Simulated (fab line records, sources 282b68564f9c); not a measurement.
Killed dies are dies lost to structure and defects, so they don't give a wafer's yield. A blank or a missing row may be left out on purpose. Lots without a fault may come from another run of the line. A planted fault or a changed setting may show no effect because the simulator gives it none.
A struck lot beside a sound one | flow rit_cmos | 15 steps out of a route of 202
Sound: wafers L809.2, L809.3, L809.6. Struck: wafers L802.2, L802.3, L802.5. The cause comes at the end.
At each step with rows: each side's tool, then ch and its chambers, then its first start. Under that, the readings that differ: sound wafers | struck wafers | difference of the means | sigmas: that difference in standard deviations of wafers without a fault.
alike: readings whose means differ by less than 2 such deviations, and words and numbers that are the same on both sides. not compared: withheld readings, readings that some wafer has no value for, bounds like >300 that may hide the same value, and numbers for which the record gives no deviation and whose values overlap.
The two part at a step that has a row with sigmas, a row that says differs or no value, or rows on one side only. Numbers that don't overlap but have no deviation are shown without sigmas and don't part them. A reading that every wafer of one side lacks parts them only if that side has two wafers or more.

RIT_SDANNEAL_RS_MEAS_07: measures by four-point-probe.
  sound on film_metro-03, day 6 13:51; struck on film_metro-04, day 5 10:56
  alike: NLDD_RS
then, 1 step without rows for these wafers: RIT_SILICIDE_WET_ETCH_00 (etches SiO2 in BOE, target depth 14 nm, time 15 s).
RIT_SILICIDE_SPUTTER_01: material Ti, target thk 30 nm, time 240 s.
  sound on pvd_sputter-02, day 6 13:58; struck on pvd_sputter-03, day 5 11:03
  alike: throttle_valve_pct
RIT_SILICIDE_RS_MEAS_02: measures by four-point-probe.
  sound on film_metro-01, day 6 14:09; struck on film_metro-03, day 5 11:13
  alike: SILICIDE_TI_RS
RIT_SILICIDE_THK_MEAS_03: measures by xrf.
  sound on film_metro-01, day 6 14:16; struck on film_metro-03, day 5 11:20
  alike: SILICIDE_TI_THK
RIT_SILICIDE_RTA_04: time 10 s, ramp up 5 s, ramp down 5 s.
  sound on rtp_anneal-02 ch 0, day 6 14:19; struck on rtp_anneal-02 ch 0, day 5 11:23
  alike: wafer_temp_C_max
then, 1 step without rows for these wafers: RIT_SILICIDE_WET_ETCH_05 (etches Ti in SPM, time 120 s).
RIT_SILICIDE_RTA_06: time 10 s, ramp up 5 s, ramp down 10 s.
  sound on rtp_anneal-01 ch 0, day 6 14:26; struck on rtp_anneal-01 ch 0, day 5 11:33
  alike: wafer_temp_C_max
RIT_CONTACT_CVD_00: deposits SiO2 from TEOS, target thk 400 nm, time 61 s.
  sound on pecvd-03 ch 0,1,2, day 6 14:29; struck on pecvd-03 ch 0,1,2, day 5 11:36
  alike: heater_power_w
RIT_CONTACT_THK_MEAS_01:
  sound on film_metro-04, day 6 14:32; struck on film_metro-02, day 5 11:40
  alike: CONTACT_TEOS_THK
then, 2 steps without rows for these wafers: RIT_CONTACT_HMDS_02 (prime time 60 s); RIT_CONTACT_COAT_03 (resist thk 1000 nm).
RIT_CONTACT_SOFTBAKE_04: time 60 s.
  sound on litho_track-03 ch 0, day 6 14:55; struck on litho_track-04 ch 0, day 5 12:02
  reading                  | sound             | struck            | difference | sigmas
  heater_power_total_W (W) | 34.56 34.44 34.69 | 36.84 36.91 36.69 | +2.25      | +46
  run_length_s (s)         | 89.41 89.44 89.55 | 77.52 77.33 77.33 | -12.07     | -42
  alike: exhaust_pa
then, 1 step without rows for these wafers: RIT_CONTACT_EXPOSE_05 (exposes mask M11, target cd 1000 nm).
RIT_M1_PROBE_99:
  sound on prober-02, day 6 21:13; struck on prober-02, day 5 18:06
  alike: killed_at_front_end, killed_dies, killed_open, killed_short

WHERE THEY PART
Only at RIT_CONTACT_SOFTBAKE_04, within this record. Later steps at which nothing parts them and some readings are alike: RIT_M1_PROBE_99.

WHY: what the simulator had put in
Process parameter drift: litho_track-04, from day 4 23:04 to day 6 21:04, at RIT_CONTACT_SOFTBAKE_04. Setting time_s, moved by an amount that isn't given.
